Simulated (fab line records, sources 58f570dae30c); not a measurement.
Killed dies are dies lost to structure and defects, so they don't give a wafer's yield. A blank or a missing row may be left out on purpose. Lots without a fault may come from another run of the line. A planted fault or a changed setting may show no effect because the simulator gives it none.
Split-lot experiment | flow berkeley_cmos170 | 5 lots, 23 wafers read, on a route of 331 steps

THE SPLIT
At UCB170_NWELL_COAT_07 (resist thk 900 nm), the setting resist_thk_nm was moved away from the recipe's 900 nm on 4 of the 23 wafers read, by -5.0% to +4.6%. The other wafers ran this setting at the recipe's value.

The file shows no step between the split and the reading.

THE READING
KrF_of_NWELL_COAT_07.thk_nm (the simulator's own value, which no gauge read), in nm, at UCB170_NWELL_ETCH_13 (etches Si3N4 in CH3F/Ar/O2, stops on SiO2, target depth 246.4 nm, time 154 s). The file gives no usual value for it. The 19 wafers here that ran the recipe average 718.5 nm, standard deviation 6.2 nm.

wafer  | tool, chamber at the split | resist_thk_nm as run, nm | against the recipe | KrF_of_NWELL_COAT_07.thk_nm, nm | against lot-mates on the recipe
L074.1 | litho_track-02, 0          | 900                      | recipe             | 707.7                           | -
L074.2 | litho_track-02, 0          | 900                      | recipe             | 710.9                           | -
L074.3 | litho_track-02, 0          | 900                      | recipe             | 721.7                           | -
L074.4 | litho_track-02, 0          | 900                      | recipe             | 710.4                           | -
L074.5 | litho_track-02, 0          | 900                      | recipe             | 710.6                           | -
L076.1 | litho_track-02, 0          | 900                      | recipe             | 713.1                           | -
L076.2 | litho_track-02, 0          | 900                      | recipe             | 719.3                           | -
L076.6 | litho_track-02, 0          | 900                      | recipe             | 717.7                           | -
L080.1 | litho_track-01, 0          | 854.7                    | -5.0%              | 680.4                           | -42.8
L080.2 | litho_track-01, 0          | 854.7                    | -5.0%              | 690.7                           | -32.5
L080.4 | litho_track-01, 0          | 900                      | recipe             | 729.5                           | -
L080.5 | litho_track-01, 0          | 900                      | recipe             | 719.9                           | -
L080.6 | litho_track-01, 0          | 900                      | recipe             | 720.1                           | -
L085.1 | litho_track-03, 0          | 900                      | recipe             | 725.2                           | -
L085.2 | litho_track-03, 0          | 900                      | recipe             | 723.3                           | -
L085.4 | litho_track-03, 0          | 900                      | recipe             | 712.9                           | -
L085.5 | litho_track-03, 0          | 900                      | recipe             | 714.2                           | -
L085.6 | litho_track-03, 0          | 900                      | recipe             | 726.4                           | -
L082.2 | litho_track-01, 0          | 941.3                    | +4.6%              | 765.5                           | +42.9
L082.3 | litho_track-01, 0          | 900                      | recipe             | 721.6                           | -
L082.4 | litho_track-01, 0          | 900                      | recipe             | 726.5                           | -
L082.5 | litho_track-01, 0          | 941.3                    | +4.6%              | 759.4                           | +36.8
L082.6 | litho_track-01, 0          | 900                      | recipe             | 719.8                           | -

THE FIT
A straight line over all 23 wafers: KrF_of_NWELL_COAT_07.thk_nm changes by +7.93 nm for each +1% of resist_thk_nm; r = +0.93; the points scatter about the line by 6.8 nm.
The same after taking each lot's own level away (the mean of its wafers on the recipe; 23 wafers): +8.02 nm for each +1%; r = +0.96; scatter 4.8 nm.
On that fit, the largest move of resist_thk_nm shifts the reading by 40 nm.
The lots' own levels span 712.26 to 723.17 nm, that is 1.8 times the standard deviation above.
So the lot-to-lot level changes the slope little: the two slopes agree.
Check: with one of the wafers moved furthest among these (-5.0%) left out of the fit, the line predicts -38.6 nm for it against its lot-mates. It came out at -42.8 nm against them.

OTHER SPLITS ON THESE WAFERS
These wafers also went through other splits before the reading. Each is held against what the fit with the lots' levels taken away leaves over:
other split on the same wafers   | wafers away from the commonest value | r with KrF_of_NWELL_COAT_07.thk_nm (lot level and that fit taken away)
UCB170_START_OXIDATION_02 temp_c | 15                                   | -0.10
UCB170_ZERO_COAT_01 spin_rpm     | 11                                   | -0.02

THE WHOLE CHAIN: every reading that the file lists as answering this split, in the file's order
step                  | what it does                                                                 | reading                                                                      | change (the file's fit)              | r (the file's)
UCB170_NWELL_COAT_07  | resist thk 900 nm                                                            | KrF_of_NWELL_COAT_07.thk_nm (the simulator's own value, which no gauge read) | +8.83 nm for each +1% of the setting | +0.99
UCB170_NWELL_ETCH_13  | etches Si3N4 in CH3F/Ar/O2, stops on SiO2, target depth 246.4 nm, time 154 s | KrF_of_NWELL_COAT_07.thk_nm (the simulator's own value, which no gauge read) | +8.02 nm for each +1% of the setting | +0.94
UCB170_NWELL_STRIP_15 | strips in O2                                                                 | strip_time_to_endpoint_s                                                     | withheld for each +1% of the setting | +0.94

THE FILE'S OWN FIT
KrF_of_NWELL_COAT_07.thk_nm changes by +8.02 nm for each +1% of resist_thk_nm, r = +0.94.
